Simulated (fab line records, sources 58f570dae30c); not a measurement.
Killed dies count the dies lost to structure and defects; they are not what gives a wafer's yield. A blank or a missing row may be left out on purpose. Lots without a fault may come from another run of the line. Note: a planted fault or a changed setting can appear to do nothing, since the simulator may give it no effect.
fab line records | flow berkeley-cmos170
record lots=14 | wafers=42 | last-day=12
route steps=331 shown FIELD@90 BACKSIDE@202
lots with no fault: from the same line, run without faults
start-h: the number of hours between the record's first day and the start of the first shown wafer of the lot | wait-h: hours elapsed since this lot's preceding step | " the same as in the row above | L1.1+2: several wafers, shown together as one row | - no value present, or no start provided | * or withheld: withheld | < > ~ a bound
route shown NAME@n: NAME is a module with steps in the file, n the number in the route of the first one | usual: average and standard deviation across the fault-free wafers | same: alike in all rows | chamber/n: place in a boat | sites: readings site by site | _std_site: standard deviation of those values | _edge_site: outer sites' mean less inner sites' | radius-mm: for every site, how far away it sits from the centre of the wafer | mask NAME#n: copy n | behind: tool/chamber where the wafer was last shaped | hold: what put the lot on hold/how long, in hours/how the hold closed | device: whichever transistor did not switch (one of n, p or np) | end of line: at the end of the route, the tests of the same wafers | step lacking rows: just its recipe | killed: the dies lost at the first sort to structure and to defects; this is not the yield of the wafer | map: per-die view of a wafer (x killed, . not killed, _ where there is no die)
set.NAME: the setting the step ran with; set.NAME@STEP: the setting that earlier step ran with | model.NAME: the simulator's own value behind a step, which no gauge read
the route's steps for a sample of lots (tables are steps, rows are wafers)
services: from which hour (start-h, from the record's first day; less than 0 if before it) a tool's chamber was out of use, for how many hours, and why
## steps
# step UCB170_FIELD_OXIDATION_01
# recipe temp-c=1000 | ambient=H2O | p-h2o-torr=584.62 | target-thk-a=5583 | ox-time-s=7200
# usual spike-tc-centre-C=1002.5/1.1 | spike-tc-load-C=1025.1/1.6 | spike-tc-source-C=1022.9/2.1 | tube-center-temp-C=999.99/0.092 | tube_center_temp_C_max=1002.6/0.43
lot.wafer | tool       | chamber | start-h | wait-h | spike-tc-centre-C | spike-tc-load-C | spike-tc-source-C | tube-center-temp-C | tube_center_temp_C_max
L964.3    | furnace-04 | 0       | 93.34   | 3.9    | 1003.5            | 1023.5          | 1020.3            | 999.85             | 1002.3
L964.5    | "          | 0       | "       | "      | 1003.4            | 1024.5          | 1022.2            | 1000.1             | 1003.0
L964.6    | "          | 0       | "       | "      | 1003.8            | 1023.5          | 1021.1            | 999.96             | 1002.6
L965.2    | furnace-04 | 0       | 93.34   | 3.5    | 1002.3            | 1023.5          | 1021.2            | 999.93             | 1002.3
L965.4    | "          | 0       | "       | "      | 1001.9            | 1024.8          | 1022.8            | 1000.1             | 1002.9
L965.6    | "          | 0       | "       | "      | 1003.0            | 1024.2          | 1021.6            | 1000               | 1002.3
L966.2    | furnace-04 | 0       | 93.34   | 3.9    | 1002.8            | 1024.6          | 1021.2            | 999.99             | 1002.6
L966.5    | "          | 0       | "       | "      | 1002.2            | 1024.0          | 1022.0            | 999.93             | 1002.0
L966.6    | "          | 0       | "       | "      | 1002.6            | 1023.1          | 1023.2            | 1000.1             | 1003.3
L967.1    | furnace-02 | 0       | 105.84  | 2.5    | 1002.7            | 1024.4          | 1025.6            | 999.91             | 1002.5
L967.5    | "          | 0       | "       | "      | 1001.8            | 1024.5          | 1024.6            | 1000               | 1003.5
L967.6    | "          | 0       | "       | "      | 1004.2            | 1025.5          | 1025.9            | 1000               | 1002.3
L968.3    | furnace-02 | 0       | 105.84  | 3.0    | 1001.7            | 1025.8          | 1025.6            | 1000               | 1002.4
L968.4    | "          | 0       | "       | "      | 1002.9            | 1026.8          | 1023.6            | 999.92             | 1002.4
L968.5    | "          | 0       | "       | "      | 1001.6            | 1024.7          | 1025.5            | 1000.1             | 1002.2
L970.1    | furnace-04 | 0       | 120.63  | 3.1    | 1002.6            | 1025.3          | 1019.7            | 1000.1             | 1003.4
L970.3    | "          | 0       | "       | "      | 1004.4            | 1025.4          | 1022.0            | 1000.1             | 1002.9
L970.5    | "          | 0       | "       | "      | 1001.3            | 1024.8          | 1019.8            | 1000               | 1002.7
L972.2    | furnace-02 | 0       | 129.29  | 3.0    | 1001.7            | 1024.9          | 1025.9            | 1000.2             | 1002.4
L972.3    | "          | 0       | "       | "      | 1000.9            | 1025.0          | 1027.0            | 999.93             | 1002.6
L972.5    | "          | 0       | "       | "      | 1001.7            | 1023.3          | 1025.1            | 1000               | 1002.1
L973.1    | furnace-03 | 0       | 137.40  | 2.5    | 1001.3            | 1025.9          | 1025.8            | 1000               | 1001.9
L973.3    | "          | 0       | "       | "      | 1003.3            | 1027.3          | 1025.0            | 1000               | 1002.3
L973.6    | "          | 0       | "       | "      | 1002.4            | 1027.0          | 1024.5            | 999.88             | 1001.6
L974.1    | furnace-03 | 0       | 147.00  | 4.0    | 1001.2            | 1028.2          | 1024.8            | 999.99             | 1002.9
L974.3    | "          | 0       | "       | "      | 1003.0            | 1027.3          | 1024.1            | 999.87             | 1002.6
L974.6    | "          | 0       | "       | "      | 1000.4            | 1027.3          | 1025.6            | 1000.1             | 1002.3
L977.2    | furnace-03 | 0       | 158.12  | 1.6    | 1010.4            | 1034.6          | 1033.1            | 1008               | 1010.4
L977.5    | "          | 0       | "       | "      | 1009.9            | 1034.3          | 1031.5            | 1008               | 1010.1
L977.6    | "          | 0       | "       | "      | 1011.1            | 1036.3          | 1032.6            | 1008               | 1010.5
L978.1    | furnace-03 | 0       | 158.12  | 1.3    | 1010.3            | 1033.1          | 1033.6            | 1008               | 1010.1
L978.3    | "          | 0       | "       | "      | 1011.5            | 1036.0          | 1032.2            | 1007.8             | 1009.8
L978.6    | "          | 0       | "       | "      | 1011.0            | 1036.4          | 1033.3            | 1007.9             | 1010.5
L982.3    | furnace-04 | 0       | 189.69  | 5.6    | 1000.9            | 1024.9          | 1019.9            | 999.97             | 1003.5
L982.5    | "          | 0       | "       | "      | 1002.6            | 1024.3          | 1022.5            | 1000.1             | 1002.6
L982.6    | "          | 0       | "       | "      | 1002.6            | 1025.1          | 1020.9            | 1000               | 1003.6
L985.1    | furnace-04 | 0       | 203.49  | 3.8    | 1001.0            | 1025.3          | 1022.3            | 999.95             | 1002.4
L985.2    | "          | 0       | "       | "      | 1004.2            | 1023.5          | 1020.7            | 1000.1             | 1002.8
L985.4    | "          | 0       | "       | "      | 1003.1            | 1025.4          | 1020.1            | 999.92             | 1002.8
L986.1    | furnace-04 | 0       | 203.49  | 2.1    | 1003.0            | 1024.2          | 1021.5            | 999.9              | 1002.3
L986.2    | "          | 0       | "       | "      | 1004.0            | 1023.4          | 1022.9            | 999.94             | 1001.9
L986.3    | "          | 0       | "       | "      | 1002.6            | 1023.5          | 1020.0            | 999.86             | 1002.8
# step UCB170_FIELD_THK_MEAS_02
# recipe reads=SiO2_of_FIELD_OXIDATION_01
# usual FIELD_OXIDE_THK=563/11
lot.wafer | tool          | chamber | start-h | wait-h | FIELD_OXIDE_THK[nm]
L966.2    | film-metro-04 | -       | 96.35   | 0.0    | 566
L966.5    | "             | -       | "       | "      | 559
L966.6    | "             | -       | "       | "      | 565
L964.3    | film-metro-01 | -       | 96.36   | 0.0    | 560
L964.5    | "             | -       | "       | "      | 569
L964.6    | "             | -       | "       | "      | 549
L965.2    | film-metro-01 | -       | 96.41   | 0.1    | 552
L965.4    | "             | -       | "       | "      | 557
L965.6    | "             | -       | "       | "      | 559
L968.3    | film-metro-03 | -       | 108.86  | 0.0    | 554
L968.4    | "             | -       | "       | "      | 559
L968.5    | "             | -       | "       | "      | 562
L967.1    | film-metro-01 | -       | 108.87  | 0.0    | 567
L967.5    | "             | -       | "       | "      | 568
L967.6    | "             | -       | "       | "      | 572
L970.1    | film-metro-03 | -       | 123.63  | 0.0    | 573
L970.3    | "             | -       | "       | "      | 562
L970.5    | "             | -       | "       | "      | 578
L972.2    | film-metro-04 | -       | 132.30  | 0.0    | 554
L972.3    | "             | -       | "       | "      | 551
L972.5    | "             | -       | "       | "      | 571
L973.1    | film-metro-04 | -       | 140.40  | 0.0    | 553
L973.3    | "             | -       | "       | "      | 545
L973.6    | "             | -       | "       | "      | 559
L974.1    | film-metro-03 | -       | 150.00  | 0.0    | 561
L974.3    | "             | -       | "       | "      | 561
L974.6    | "             | -       | "       | "      | 565
L978.1    | film-metro-03 | -       | 161.12  | 0.0    | 595
L978.3    | "             | -       | "       | "      | 598
L978.6    | "             | -       | "       | "      | 588
L977.2    | film-metro-01 | -       | 161.13  | 0.0    | 589
L977.5    | "             | -       | "       | "      | 593
L977.6    | "             | -       | "       | "      | 583
L982.3    | film-metro-03 | -       | 192.71  | 0.0    | 536
L982.5    | "             | -       | "       | "      | 548
L982.6    | "             | -       | "       | "      | 548
L985.1    | film-metro-01 | -       | 206.49  | 0.0    | 546
L985.2    | "             | -       | "       | "      | 561
L985.4    | "             | -       | "       | "      | 560
L986.1    | film-metro-04 | -       | 206.49  | 0.0    | 565
L986.2    | "             | -       | "       | "      | 561
L986.3    | "             | -       | "       | "      | 568
# step UCB170_FIELD_THK_MEAS_91
# recipe reads=SiO2_of_FIELD_OXIDATION_01
# usual FIELD_OXIDE_LEFT_2_THK=358/11
lot.wafer | tool          | chamber | start-h | wait-h | FIELD_OXIDE_LEFT_2_THK[nm]
L965.2    | film-metro-01 | -       | 120.11  | 0.0    | 347
L965.4    | "             | -       | "       | "      | 353
L965.6    | "             | -       | "       | "      | 355
L966.2    | film-metro-04 | -       | 120.11  | 0.0    | 359
L966.5    | "             | -       | "       | "      | 352
L966.6    | "             | -       | "       | "      | 359
L964.3    | film-metro-04 | -       | 120.25  | 0.0    | 355
L964.5    | "             | -       | "       | "      | 364
L964.6    | "             | -       | "       | "      | 344
L968.3    | film-metro-03 | -       | 131.86  | 0.0    | 349
L968.4    | "             | -       | "       | "      | 354
L968.5    | "             | -       | "       | "      | 357
L967.1    | film-metro-01 | -       | 131.95  | 0.0    | 363
L967.5    | "             | -       | "       | "      | 364
L967.6    | "             | -       | "       | "      | 368
L970.1    | film-metro-03 | -       | 152.19  | 0.0    | 367
L970.3    | "             | -       | "       | "      | 356
L970.5    | "             | -       | "       | "      | 373
L972.2    | film-metro-03 | -       | 156.26  | 0.0    | 346
L972.3    | "             | -       | "       | "      | 344
L972.5    | "             | -       | "       | "      | 364
L973.1    | film-metro-03 | -       | 167.14  | 0.0    | 346
L973.3    | "             | -       | "       | "      | 338
L973.6    | "             | -       | "       | "      | 353
L974.1    | film-metro-03 | -       | 175.15  | 0.0    | 355
L974.3    | "             | -       | "       | "      | 355
L974.6    | "             | -       | "       | "      | 360
L977.2    | film-metro-03 | -       | 188.50  | 0.0    | 383
L977.5    | "             | -       | "       | "      | 387
L977.6    | "             | -       | "       | "      | 377
L978.1    | film-metro-01 | -       | 189.13  | 0.0    | 390
L978.3    | "             | -       | "       | "      | 393
L978.6    | "             | -       | "       | "      | 384
L982.3    | film-metro-04 | -       | 225.63  | 0.0    | 329
L982.5    | "             | -       | "       | "      | 343
L982.6    | "             | -       | "       | "      | 342
L986.1    | film-metro-04 | -       | 230.36  | 0.0    | 359
L986.2    | "             | -       | "       | "      | 354
L986.3    | "             | -       | "       | "      | 362
L985.1    | film-metro-01 | -       | 230.43  | 0.0    | 341
L985.2    | "             | -       | "       | "      | 357
L985.4    | "             | -       | "       | "      | 356
# step UCB170_BACKSIDE_STRIP_03
# recipe chemistry=O2 | power-w=400 | pressure-mtorr=3500 | platen-temp-c=withheld | o2-flow-sccm=400 | overash-fraction=0.5
# usual drypump-motor-current-A=5.8/0.54 | oes-product-au=0.735/0.0041 | strip-time-to-endpoint-s=22.35/0.076
lot.wafer | tool            | chamber | start-h | wait-h | drypump-motor-current-A | oes-product-au | rf-hours-counter-h | strip-time-to-endpoint-s
L966.2    | plasma-asher-01 | 0       | 153.06  | 0.1    | 6.7                     | 0.736          | 36                 | 22.38
L966.5    | "               | 0       | "       | "      | 6.7                     | 0.732          | -                  | 22.49
L966.6    | "               | 1       | "       | "      | 5.9                     | 0.732          | -                  | 22.42
L964.3    | plasma-asher-04 | 1       | 153.30  | 0.1    | 4.9                     | 0.736          | -                  | 22.44
L964.5    | "               | 0       | "       | "      | 6.2                     | 0.732          | -                  | 22.40
L964.6    | "               | 1       | "       | "      | 4.9                     | 0.738          | -                  | 22.46
L965.2    | plasma-asher-03 | 0       | 153.65  | 0.1    | 5.6                     | 0.737          | 4                  | 22.33
L965.4    | "               | 0       | "       | "      | 5.6                     | 0.732          | -                  | 22.29
L965.6    | "               | 1       | "       | "      | 5.7                     | 0.734          | -                  | 22.26
L967.1    | plasma-asher-03 | 0       | 159.46  | 0.1    | 5.6                     | 0.735          | 5                  | 22.22
L967.5    | "               | 1       | "       | "      | 5.7                     | 0.733          | -                  | 22.24
L967.6    | "               | 0       | "       | "      | 5.6                     | 0.744          | -                  | 22.24
L968.3    | plasma-asher-04 | 0       | 159.73  | 0.1    | 6.2                     | 0.737          | -                  | 22.34
L968.4    | "               | 1       | "       | "      | 4.9                     | 0.728          | -                  | 22.25
L968.5    | "               | 0       | "       | "      | 6.2                     | 0.724          | -                  | 22.33
L970.1    | plasma-asher-01 | 0       | 178.76  | 0.1    | 6.6                     | 0.730          | 39                 | 22.26
L970.3    | "               | 1       | "       | "      | 5.8                     | 0.742          | -                  | 22.20
L970.5    | "               | 0       | "       | "      | 6.7                     | 0.734          | -                  | 22.29
L972.2    | plasma-asher-01 | 0       | 184.73  | 0.1    | 6.6                     | 0.740          | 40                 | 22.23
L972.3    | "               | 0       | "       | "      | 6.7                     | 0.737          | -                  | 22.28
L972.5    | "               | 1       | "       | "      | 5.8                     | 0.741          | -                  | 22.28
L973.1    | plasma-asher-03 | 0       | 196.39  | 0.1    | 5.6                     | 0.734          | 9                  | 22.33
L973.3    | "               | 0       | "       | "      | 5.5                     | 0.736          | -                  | 22.32
L973.6    | "               | 0       | "       | "      | 5.5                     | 0.730          | -                  | 22.38
L974.1    | plasma-asher-04 | 0       | 202.82  | 0.1    | 6.2                     | 0.731          | 46                 | 22.35
L974.3    | "               | 0       | "       | "      | 6.2                     | 0.746          | -                  | 22.38
L974.6    | "               | 0       | "       | "      | 6.2                     | 0.729          | -                  | 22.33
L977.2    | plasma-asher-04 | 0       | 222.11  | 0.1    | 6.2                     | 0.735          | 48                 | 22.36
L977.5    | "               | 1       | "       | "      | 4.9                     | 0.736          | -                  | 22.37
L977.6    | "               | 0       | "       | "      | 6.2                     | 0.733          | -                  | 22.36
L978.1    | plasma-asher-03 | 1       | 222.73  | 0.1    | 5.7                     | 0.737          | 12                 | 22.38
L978.3    | "               | 0       | "       | "      | 5.6                     | 0.740          | -                  | 22.43
L978.6    | "               | 0       | "       | "      | 5.5                     | 0.723          | -                  | 22.41
L982.3    | plasma-asher-01 | 1       | 247.99  | 0.1    | 5.8                     | 0.728          | -                  | 22.48
L982.5    | "               | 1       | "       | "      | 5.8                     | 0.735          | -                  | 22.40
L982.6    | "               | 0       | "       | "      | 6.6                     | 0.735          | -                  | 22.44
L985.1    | plasma-asher-03 | 0       | 258.34  | 0.1    | 5.6                     | 0.731          | 16                 | 22.42
L985.2    | "               | 1       | "       | "      | 5.7                     | 0.733          | 16                 | 22.39
L985.4    | "               | 1       | "       | "      | 5.8                     | 0.739          | -                  | 22.51
L986.1    | plasma-asher-04 | 1       | 258.66  | 0.1    | 4.9                     | 0.731          | 53                 | 22.33
L986.2    | "               | 0       | "       | "      | 6.2                     | 0.737          | 53                 | 22.19
L986.3    | "               | 0       | "       | "      | 6.2                     | 0.734          | -                  | 22.21
## services
tool            | chamber | start-h | hours | kind
furnace-02      | -       | 91.03   | 4.1   | pm
plasma-asher-03 | -       | 96.03   | 1.5   | repair
plasma-asher-03 | -       | 108.75  | 9.0   | pm
plasma-asher-03 | 0       | 108.75  | 9.0   | vent-cycle
plasma-asher-03 | 1       | 108.75  | 9.0   | vent-cycle
plasma-asher-04 | -       | 113.78  | 0.6   | repair
plasma-asher-03 | 0       | 117.75  | -     | clean
plasma-asher-03 | 1       | 117.75  | -     | clean
furnace-02      | -       | 135.79  | 3.1   | pm
plasma-asher-04 | -       | 171.55  | 7.5   | repair
plasma-asher-04 | -       | 174.15  | 1.8   | repair
furnace-03      | -       | 185.15  | 3.3   | pm
furnace-03      | -       | 207.66  | 3.4   | pm
furnace-03      | -       | 208.43  | 1.5   | repair
plasma-asher-01 | -       | 223.40  | 2.8   | pm
plasma-asher-01 | -       | 256.51  | 1.7   | repair
## key
first-sign step=UCB170_FIELD_OXIDATION_01 | reading=tube-center-temp-C | direction=up | sigmas=80 | usual=* | struck=*
effect step=UCB170_FIELD_OXIDATION_01 | reading=tube_center_temp_C_max | direction=up | sigmas=18 | usual=* | struck=*
effect step=UCB170_FIELD_THK_MEAS_02 | reading=FIELD_OXIDE_THK | direction=up | sigmas=2.6 | usual=563 | struck=591
effect step=UCB170_FIELD_THK_MEAS_91 | reading=FIELD_OXIDE_LEFT_2_THK | direction=up | sigmas=2.5 | usual=358 | struck=386
met-at UCB170_FIELD_OXIDATION_01
struck-lots L977,L978
tester-left-out L977,L978
not-acting-at UCB170_BACKSIDE_STRIP_03
onset-between 147.00 158.12
fault kind=process-parameter-drift | tool=furnace-03 | chamber=- | onset-h=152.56 | steps=UCB170_FIELD_OXIDATION_01 | channel=temp-c | offset=* | shape=step | end-h=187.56 | acts-in=* | stated=*
# tester-left-out: of these lots the tester's yield and bins aren't shown, on N5 and GAA mostly nor the transistor test; their killed dies are dies lost to structure and defects alone, not to doping, threshold or leakage, so they don't give the yield
